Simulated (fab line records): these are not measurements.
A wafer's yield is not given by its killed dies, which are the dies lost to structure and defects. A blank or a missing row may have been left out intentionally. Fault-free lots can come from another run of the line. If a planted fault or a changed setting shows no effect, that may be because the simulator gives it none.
Which tool did it? ; flow rit cmos ; 39 wafers from 13 lots sampled at 2 of the route's 202 steps

## WHAT EACH GAUGE READ, for each wafer
RIT_NRETRO_TW_MEAS_10.
lot;measured;on;NRETRO_TW
L466;day 2 13:14;film metro-04;1041 1040 1043
L467;day 2 18:28;film metro-04;1041 1037 1041
L470;day 3 10:23;film metro-02;1049 1046 1046
L471;day 3 14:18;film metro-04;30 31 31 31 31 31
L480;day 5 21:04;film metro-01;1049 1051 1044
L481;day 6 04:05;film metro-02;1046 1048 1055
L482;day 6 04:19;film metro-01;1040 1045 1040
L483;day 6 14:59;film metro-02;1052 1053 1054
L485;day 6 18:34;film metro-04;1035 1037 1036
L484;day 6 18:50;film metro-04;1037 1040 1040
L486;day 6 18:46;film metro-02;1057 1050 1056
L488;day 7 04:40;film metro-01;1041 1038 1043
L487;day 7 06:07;film metro-02;1053 1050 1052

## WHAT TOOL EACH LOT RAN ON (gives the tool, then ch and the chambers of the sampled wafers, and finally the start)
lot;RIT_NWELL_STRIP_09
L466;plasma asher-01 ch 0,1, day 2 03:19
L467;plasma asher-02 ch 0,1, day 2 09:10
L470;plasma asher-02 ch 0,1, day 3 01:19
L471;plasma asher-01 ch 0,1, day 3 04:55
L480;plasma asher-01 ch 0,1, day 5 07:15
L481;plasma asher-02 ch 0,1, day 5 13:01
L482;plasma asher-02 ch 0,1, day 5 19:02
L483;plasma asher-02 ch 0,1, day 6 06:07
L485;plasma asher-03 ch 0,1, day 6 07:50
L484;plasma asher-03 ch 0,1, day 6 08:08
L486;plasma asher-01 ch 0,1, day 6 08:13
L488;plasma asher-02 ch 0,1, day 6 18:50
L487;plasma asher-01 ch 0,1, day 6 19:05
- RIT_NWELL_STRIP_09: strips in O2, time 180 s.

## WHAT THE TOOLS THEMSELVES READ (means of the sampled wafers that have a number; where no wafer has one, the mark that the record gives instead)
RIT_NWELL_STRIP_09.
lot;tool;drypump motor current A (A);run length s (s)
L466;plasma asher-01;5.7;208.17
L467;plasma asher-02;6.5;207.99
L470;plasma asher-02;6.4;207.89
L471;plasma asher-01;5.6;72.22
L480;plasma asher-01;5.6;208.33
L481;plasma asher-02;6.4;207.86
L482;plasma asher-02;6.5;208.08
L483;plasma asher-02;6.5;207.98
L485;plasma asher-03;6.2;208.66
L484;plasma asher-03;6.2;208.58
L486;plasma asher-01;5.7;208.17
L488;plasma asher-02;6.5;208.12
L487;plasma asher-01;5.6;208.29

## THE ANSWER, worked out from the rows above alone
Rule: what is usual is taken from the lots themselves. Put in order of their means at a reading, lots are off if they are a third of the lots or fewer, leave a main group of 4 or more, and stand apart from it by a gap of 3 or more times the standard deviation of the main group's means; of several such gaps the widest counts. A main group whose means are all the same, to the digits that the tables above print for the reading, isn't used. A lot without any number at a reading at which 4 lots or more have one is off too. The other lots that the step has rows for count as sound. First the gauges in route order, then the tools' own readings, where a lot's mean is used as printed above. The first step at which some lot is off is used, and at that step the reading that is off furthest; a lot without a number counts as furthest.
Off: at RIT_NRETRO_TW_MEAS_10 (NRETRO_TW), L471. The main group: mean 1045, standard deviation 5.9.
A tool fits if, at a process step before that reading, it ran every lot that is off, and no sound lot after the first of them. Not tried: the gauges at RIT_NRETRO_TW_MEAS_10; whatever is off there is also off at RIT_NWELL_STRIP_09, on other tools, and gauge error can't account for it. No candidate that was tried fits.

## WHAT THE SIMULATOR HAD INSERTED
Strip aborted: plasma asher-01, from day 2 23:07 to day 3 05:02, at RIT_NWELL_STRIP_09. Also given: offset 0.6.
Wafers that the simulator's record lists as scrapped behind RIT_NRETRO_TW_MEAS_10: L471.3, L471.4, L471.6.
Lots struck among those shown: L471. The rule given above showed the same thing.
